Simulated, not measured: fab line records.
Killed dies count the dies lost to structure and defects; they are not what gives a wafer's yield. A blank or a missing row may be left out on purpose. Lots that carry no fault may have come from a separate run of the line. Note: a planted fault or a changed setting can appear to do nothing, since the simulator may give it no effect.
Chamber matching / flow berkeleyCmos170 / 4 sister chambers for UCB170_GATE_ETCH_15 on rieSi-01
The step etches poly-Si in HBr/Cl2, stops on SiO2, time 56.3 s, target depth 278.2 nm. 4 wafers are shown with their chamber, then 7 later ones without.

== WAFERS WITH THEIR CHAMBER ==
wafer=L439.5; chamber=1; throttleValvePct (%)=26.02
wafer=L446.4; chamber=0; throttleValvePct (%)=26.81
wafer=L447.1; chamber=2; throttleValvePct (%)=26.52
wafer=L447.4; chamber=3; throttleValvePct (%)=26.42

== WAFERS WHOSE CHAMBER IS MISSING ==
wafer=L447.6; throttleValvePct (%)=26.82
wafer=L457.1; throttleValvePct (%)=26.53
wafer=L457.2; throttleValvePct (%)=26.81
wafer=L457.3; throttleValvePct (%)=26.45
wafer=L461.1; throttleValvePct (%)=26.53
wafer=L461.4; throttleValvePct (%)=26.02
wafer=L461.5; throttleValvePct (%)=26.83

== WHICH CHAMBER EACH WENT THROUGH ==
wafer=L447.6; from the rows above=0; in truth=0
wafer=L457.1; from the rows above=2; in truth=2
wafer=L457.2; from the rows above=0; in truth=0
wafer=L457.3; from the rows above=3; in truth=3
wafer=L461.1; from the rows above=2; in truth=2
wafer=L461.4; from the rows above=1; in truth=1
wafer=L461.5; from the rows above=0; in truth=0
7 of 7 placed correctly. Left unplaced by these rows: 0. Wrongly placed: 0.
How it was worked out, from the rows above alone: a wafer's distance from a chamber is the root of the sum, over the readings, of the square of ((its reading less the chamber's mean) divided by the reading's scatter). If the next closest chamber is less than 2 further off than the closest, the wafer can't be placed; otherwise it belongs to the closest. Each chamber's mean is taken over the wafers shown for it. The scatter (one wafer shown for each chamber): square how far every hidden wafer sits from the nearest shown wafer, average those squares and take the square root.
